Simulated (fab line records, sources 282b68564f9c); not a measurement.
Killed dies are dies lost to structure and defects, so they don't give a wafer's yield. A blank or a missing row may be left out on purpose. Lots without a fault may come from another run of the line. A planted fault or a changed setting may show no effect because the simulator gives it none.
fab line records | flow rit_cmos
record lots=13 wafers=39 last_day=6
route steps=202 shown PLDD@117 M1@202
lots that met no fault: from a run of the same line without faults
start_h: hours from the record's first day to the start of the lot's first wafer shown | wait_h: hours since the lot's step before | " the same as in the row above | L1.1+2: a row that stands for several wafers | - no value, or no start given | * or withheld: withheld | < > ~ a bound
route shown NAME@n: a module of which the file shows steps, and the number in the route of the first | usual: mean/standard deviation of fault-free wafers | same: alike in all rows | chamber/n: place in a boat | sites: the reading at each site | _std_site: their standard deviation | _edge_site: outer sites' mean less inner sites' | radius_mm: how far each site lies from the wafer's centre | mask NAME#n: copy n | behind: the tool/chamber that last shaped the wafer | hold: why the lot was held/for how many hours/how that ended | device: the transistor (n, p or np) that didn't switch | end of line: the same wafers' tests at the end of the route | a step without rows: its recipe alone | killed: dies lost to structure and defects at the first sort, not the wafer's yield | map: a wafer's dies, x killed, . not, _ none there
set.NAME: the setting as run; set.NAME@STEP: as run at that earlier step | model.NAME: the simulator's own value behind a step, which no gauge read
steps of the route over a sample of lots; a table a step, a row a wafer
services: from which hour (start_h, from the record's first day; less than 0 if before it) a tool's chamber was out of use, for how many hours, and why
## steps
# step RIT_PLDD_EXPOSE_03
# recipe mask_id=M8 na=0.57 target_cd_nm=40900 dose_mj=250
# columns lot.wafer tool chamber start_h wait_h mask
L898.1+2+4 iline_stepper-02 0 45.49 0.2 M8#0
L901.1+4+6 iline_stepper-01 0 64.31 0.2 M8#0
L902.1+3+4 iline_stepper-02 0 66.86 0.2 M8#0
L903.1+3+5 iline_stepper-02 0 72.14 0.1 M8#0
L905.1+2+3 iline_stepper-02 0 89.22 0.2 M8#0
L906.2+5+6 iline_stepper-02 0 91.79 0.1 M8#0
L907.1+3+4 iline_stepper-02 0 93.86 0.1 M8#0
L908.2+4+5 iline_stepper-01 0 98.49 0.2 M8#0
L909.2+3+6 iline_stepper-02 0 104.85 0.2 M8#0
L911.2+5+6 iline_stepper-01 0 112.50 0.1 M8#0
L913.1+4+5 iline_stepper-02 0 123.72 0.2 M8#0
L914.1+3+4 iline_stepper-02 0 127.64 0.1 M7#0
L915.4+5+6 iline_stepper-01 0 132.50 0.2 M8#0
# step RIT_PLDD_OVL_MEAS_06
# usual PLDD_OVL=0.8/1.3
# columns lot.wafer tool chamber start_h wait_h PLDD_OVL[nm]
L898.1 overlay-01 - 45.89 - 2.0
L898.2 " - " " 1.4
L898.4 " - " " 1.7
L901.1 overlay-01 - 64.71 - 2.1
L901.4 " - " " 2.3
L901.6 " - " " 3.1
L902.1 overlay-01 - 67.26 - 3.8
L902.3 " - " " 1.1
L902.4 " - " " 1.8
L903.1 overlay-01 - 72.54 - 2.6
L903.3 " - " " 1.5
L903.5 " - " " 1.4
L905.1 overlay-02 - 89.62 - -0.3
L905.2 " - " " -0.4
L905.3 " - " " -1.8
L906.2 overlay-02 - 92.18 - 0.3
L906.5 " - " " 1.8
L906.6 " - " " -0.1
L907.1 overlay-02 - 94.26 - -0.2
L907.3 " - " " -0.8
L907.4 " - " " 1.7
L908.2 overlay-02 - 99.08 - 2.7
L908.4 " - " " 1.8
L908.5 " - " " 0.4
L909.2 overlay-02 - 105.24 - 0.7
L909.3 " - " " -0.6
L909.6 " - " " -0.3
L911.2 overlay-02 - 112.89 - 1.9
L911.5 " - " " 0.8
L911.6 " - " " 1.5
L913.1 overlay-01 - 124.12 - 1.4
L913.4 " - " " 1.2
L913.5 " - " " 2.5
L914.1 overlay-02 - 128.04 - -
L914.3 " - " " -
L914.4 " - " " -
L915.4 overlay-02 - 132.86 - 1.3
L915.5 " - " " 1.4
L915.6 " - " " 1.0
# step RIT_PLDD_TW_MEAS_10
# usual PLDD_TW=2346/15
# columns lot.wafer tool chamber start_h wait_h PLDD_TW
L898.1 film_metro-02 - 46.40 0.1 2369
L898.2 " - " " 2351
L898.4 " - " " 2358
L901.1 film_metro-02 - 65.25 0.1 2362
L901.4 " - " " 2372
L901.6 " - " " 2351
L902.1 film_metro-02 - 67.77 0.1 2380
L902.3 " - " " 2356
L902.4 " - " " 2370
L903.1 film_metro-04 - 73.05 0.1 2330
L903.3 " - " " 2349
L903.5 " - " " 2337
L905.1 film_metro-01 - 90.13 0.1 2332
L905.2 " - " " 2350
L905.3 " - " " 2347
L906.2 film_metro-02 - 92.69 0.1 2371
L906.5 " - " " 2367
L906.6 " - " " 2366
L907.1 film_metro-04 - 94.77 0.1 2313
L907.3 " - " " 2333
L907.4 " - " " 2338
L908.2 film_metro-01 - 99.60 0.1 2339
L908.4 " - " " 2347
L908.5 " - " " 2347
L909.2 film_metro-04 - 105.75 0.1 2344
L909.3 " - " " 2319
L909.6 " - " " 2323
L911.2 film_metro-04 - 113.40 0.1 2337
L911.5 " - " " 2337
L911.6 " - " " 2345
L913.1 film_metro-01 - 124.64 0.1 2342
L913.4 " - " " 2345
L913.5 " - " " 2352
L914.1 film_metro-01 - 128.55 0.1 30
L914.3 " - " " 30
L914.4 " - " " 30
L915.4 film_metro-02 - 133.39 0.1 2361
L915.5 " - " " 2351
L915.6 " - " " 2365
# step RIT_M1_PROBE_99
# usual killed_at_contacts=0.1/0.25 killed_at_front_end=6.8/2.7 killed_dies=6.8/2.7 killed_on_rim=1.7/1.2 killed_open=3.4/1.8 killed_short=3.5/1.7
# same gross_dies=264 killed_at_M0_to_M3=0 killed_at_M4_up=0 killed_at_back_side=0 killed_at_other=0
# columns lot.wafer tool chamber start_h wait_h killed_at_contacts killed_at_front_end killed_dies killed_on_rim killed_open killed_short
L914.1 prober-01 - 142.10 0.1 0 264 264 70 4 4
L914.3 prober-01 - 142.20 0.2 0 264 264 70 4 1
L914.4 prober-01 - 142.25 0.2 0 264 264 70 1 2
L915.4 prober-01 - 147.00 0.2 0 6 6 1 3 3
L915.5 prober-01 - 147.05 0.2 0 3 3 1 0 3
L915.6 prober-01 - 147.10 0.2 0 5 5 2 3 2
# killed by level:class
L914.1 PLDD:area_expose=256 SPACER:geometric_particle:short=2 SILICIDE:geometric_particle:open=2 FOX1:geometric_particle:open=1 GATE:geometric_particle:short=1 GATE:geometric_particle:open=1 SILICIDE:geometric_particle:short=1
L914.3 PLDD:area_expose=259 GATE:geometric_particle:open=4 REOX:geometric_particle:short=1
L914.4 PLDD:area_expose=261 FOX1:geometric_particle:short=1 REOX:geometric_particle:short=1 SILICIDE:geometric_particle:open=1
L915.4 FOX1:geometric_particle:open=1 FOX1:geometric_particle:short=1 GATE:geometric_particle:short=1 GATE:geometric_particle:open=1 REOX:geometric_particle:short=1 SILICIDE:geometric_particle:open=1
L915.5 GATE:geometric_particle:short=1 REOX:geometric_particle:short=1 SILICIDE:geometric_particle:short=1
L915.6 FOX1:geometric_particle:short=2 SILICIDE:geometric_particle:open=2 SPACER:geometric_particle:open=1
## services
# columns tool chamber start_h hours kind
iline_stepper-02 - 36.19 1.7 pm
iline_stepper-01 - 47.06 4.2 repair
## key
first_sign step=RIT_PLDD_EXPOSE_03 reading=mask direction=changed
effect step=RIT_PLDD_OVL_MEAS_06 reading=PLDD_OVL direction=missing
effect step=RIT_PLDD_TW_MEAS_10 reading=PLDD_TW direction=down sigmas=99+ usual=2346 struck=30
effect step=RIT_M1_PROBE_99 reading=killed_at_front_end direction=up sigmas=94 usual=6.8 struck=264
more_kills_born_at RIT_PLDD_EXPOSE_03@iline_stepper-02=776
met_at RIT_PLDD_EXPOSE_03
struck_lots L914
tester_left_out L914
onset_between 123.72 127.64
fault kind=wrong_mask tool=any chamber=- onset_h=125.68 steps=RIT_PLDD_EXPOSE_03 aux_copy=M7#0 scope=struck_lots_only
# tester_left_out: of these lots the tester's yield and bins aren't shown, on N5 and GAA mostly nor the transistor test; their killed dies are dies lost to structure and defects alone, not to doping, threshold or leakage, so they don't give the yield
